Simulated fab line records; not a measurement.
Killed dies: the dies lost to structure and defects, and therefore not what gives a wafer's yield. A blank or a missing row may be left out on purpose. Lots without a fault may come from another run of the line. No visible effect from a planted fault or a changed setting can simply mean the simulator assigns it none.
Lot-split experiment || flow berkeleyCmos170 || on a route of 331 steps: 5 lots, 23 wafers read

## THE SPLIT
At UCB170_NWELL_IMPLANT_14, the setting energyKev was moved away from the recipe's 150 on 8 of the 23 wafers read, by -4.6% to +4.4%. All remaining wafers had this setting at the recipe value.

The reading comes from the split's own step.

## THE READING
In nm, at UCB170_NWELL_IMPLANT_14: implant.drpNm, which is the simulator's own figure and was read by no gauge. The file gives no usual value for it.

{"wafer": "L076.1", "tool, chamber at the split": "implanter-03, 0", "energyKev as run": 156.6, "against the recipe": "+4.4%", "implant.drpNm, nm": 64.78, "against lot-mates on the recipe": "+2.06"}
{"wafer": "L076.2", "tool, chamber at the split": "implanter-03, 0", "energyKev as run": 156.6, "against the recipe": "+4.4%", "implant.drpNm, nm": 64.78, "against lot-mates on the recipe": "+2.06"}
{"wafer": "L076.5", "tool, chamber at the split": "implanter-03, 0", "energyKev as run": 156.6, "against the recipe": "+4.4%", "implant.drpNm, nm": 64.78, "against lot-mates on the recipe": "+2.06"}
{"wafer": "L076.3", "tool, chamber at the split": "implanter-03, 0", "energyKev as run": 150, "against the recipe": "recipe", "implant.drpNm, nm": 62.72, "against lot-mates on the recipe": "-"}
{"wafer": "L076.4", "tool, chamber at the split": "implanter-03, 0", "energyKev as run": 150, "against the recipe": "recipe", "implant.drpNm, nm": 62.72, "against lot-mates on the recipe": "-"}
{"wafer": "L077.2", "tool, chamber at the split": "implanter-03, 0", "energyKev as run": 150, "against the recipe": "recipe", "implant.drpNm, nm": 62.72, "against lot-mates on the recipe": "-"}
{"wafer": "L077.3", "tool, chamber at the split": "implanter-03, 0", "energyKev as run": 150, "against the recipe": "recipe", "implant.drpNm, nm": 62.72, "against lot-mates on the recipe": "-"}
{"wafer": "L077.4", "tool, chamber at the split": "implanter-03, 0", "energyKev as run": 150, "against the recipe": "recipe", "implant.drpNm, nm": 62.72, "against lot-mates on the recipe": "-"}
{"wafer": "L077.5", "tool, chamber at the split": "implanter-03, 0", "energyKev as run": 150, "against the recipe": "recipe", "implant.drpNm, nm": 62.72, "against lot-mates on the recipe": "-"}
{"wafer": "L077.6", "tool, chamber at the split": "implanter-03, 0", "energyKev as run": 150, "against the recipe": "recipe", "implant.drpNm, nm": 62.72, "against lot-mates on the recipe": "-"}
{"wafer": "L078.2", "tool, chamber at the split": "implanter-01, 0", "energyKev as run": 144.6, "against the recipe": "-3.6%", "implant.drpNm, nm": 60.95, "against lot-mates on the recipe": -1.77}
{"wafer": "L078.3", "tool, chamber at the split": "implanter-01, 0", "energyKev as run": 144.6, "against the recipe": "-3.6%", "implant.drpNm, nm": 60.95, "against lot-mates on the recipe": -1.77}
{"wafer": "L078.5", "tool, chamber at the split": "implanter-01, 0", "energyKev as run": 144.6, "against the recipe": "-3.6%", "implant.drpNm, nm": 60.95, "against lot-mates on the recipe": -1.77}
{"wafer": "L078.4", "tool, chamber at the split": "implanter-01, 0", "energyKev as run": 150, "against the recipe": "recipe", "implant.drpNm, nm": 62.72, "against lot-mates on the recipe": "-"}
{"wafer": "L078.6", "tool, chamber at the split": "implanter-01, 0", "energyKev as run": 150, "against the recipe": "recipe", "implant.drpNm, nm": 62.72, "against lot-mates on the recipe": "-"}
{"wafer": "L080.1", "tool, chamber at the split": "implanter-01, 0", "energyKev as run": 143.1, "against the recipe": "-4.6%", "implant.drpNm, nm": 60.45, "against lot-mates on the recipe": -2.27}
{"wafer": "L080.4", "tool, chamber at the split": "implanter-01, 0", "energyKev as run": 143.1, "against the recipe": "-4.6%", "implant.drpNm, nm": 60.45, "against lot-mates on the recipe": -2.27}
{"wafer": "L080.2", "tool, chamber at the split": "implanter-01, 0", "energyKev as run": 150, "against the recipe": "recipe", "implant.drpNm, nm": 62.72, "against lot-mates on the recipe": "-"}
{"wafer": "L080.3", "tool, chamber at the split": "implanter-01, 0", "energyKev as run": 150, "against the recipe": "recipe", "implant.drpNm, nm": 62.72, "against lot-mates on the recipe": "-"}
{"wafer": "L080.6", "tool, chamber at the split": "implanter-01, 0", "energyKev as run": 150, "against the recipe": "recipe", "implant.drpNm, nm": 62.72, "against lot-mates on the recipe": "-"}
{"wafer": "L081.2", "tool, chamber at the split": "implanter-02, 0", "energyKev as run": 150, "against the recipe": "recipe", "implant.drpNm, nm": 62.72, "against lot-mates on the recipe": "-"}
{"wafer": "L081.3", "tool, chamber at the split": "implanter-02, 0", "energyKev as run": 150, "against the recipe": "recipe", "implant.drpNm, nm": 62.72, "against lot-mates on the recipe": "-"}
{"wafer": "L081.6", "tool, chamber at the split": "implanter-02, 0", "energyKev as run": 150, "against the recipe": "recipe", "implant.drpNm, nm": 62.72, "against lot-mates on the recipe": "-"}

THE FIT
A straight line over all 23 wafers: implant.drpNm changes by +0.482 nm for each +1% of energyKev; r = +1.00; the points scatter about the line by 0.025 nm.
The same after taking each lot's own level away (the mean of its wafers on the recipe; 23 wafers): +0.482 nm for each +1%; r = +1.00; scatter 0.025 nm.
The reading moves by 2.2 nm for the largest change in energyKev, on that fit.
The lots' own levels span 62.720 to 62.720 nm.
Consequently the slope shifts little with the lot-to-lot level, the two slopes agreeing.
Check: for one of the wafers moved furthest among these (-4.6%), held out of the fit, the line's prediction against its lot-mates is -2.22 nm. It came out at -2.27 nm against them.

## FURTHER SPLITS ON THESE WAFERS
Before the reading, these wafers also passed through other splits. Each is held against what the fit with the lots' levels taken away leaves over:
{"other split on the same wafers": "UCB170_START_OXIDATION_02 tempC", "wafers away from the commonest value": 18, "r with implant.drpNm (lot level and that fit taken away)": "+0.28"}
{"other split on the same wafers": "UCB170_NWELL_CVD_04 timeS", "wafers away from the commonest value": 15, "r with implant.drpNm (lot level and that fit taken away)": -0.16}

## THE WHOLE CHAIN: every reading that the file lists as answering this split, in the file's order
{"step": "UCB170_NWELL_IMPLANT_14", "what it does": "", "reading": "implant.rpNm (the simulator's own value, which no gauge read)", "change (the file's fit)": "+1.91 nm for each +1% of the setting", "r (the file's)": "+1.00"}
{"step": "UCB170_NWELL_IMPLANT_14", "what it does": "", "reading": "implant.drpNm (the simulator's own value, which no gauge read)", "change (the file's fit)": "+0.484 nm for each +1% of the setting", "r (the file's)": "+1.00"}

## THE FILE'S OWN FIT
implant.drpNm changes by +0.484 nm for each +1% of energyKev, r = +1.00.
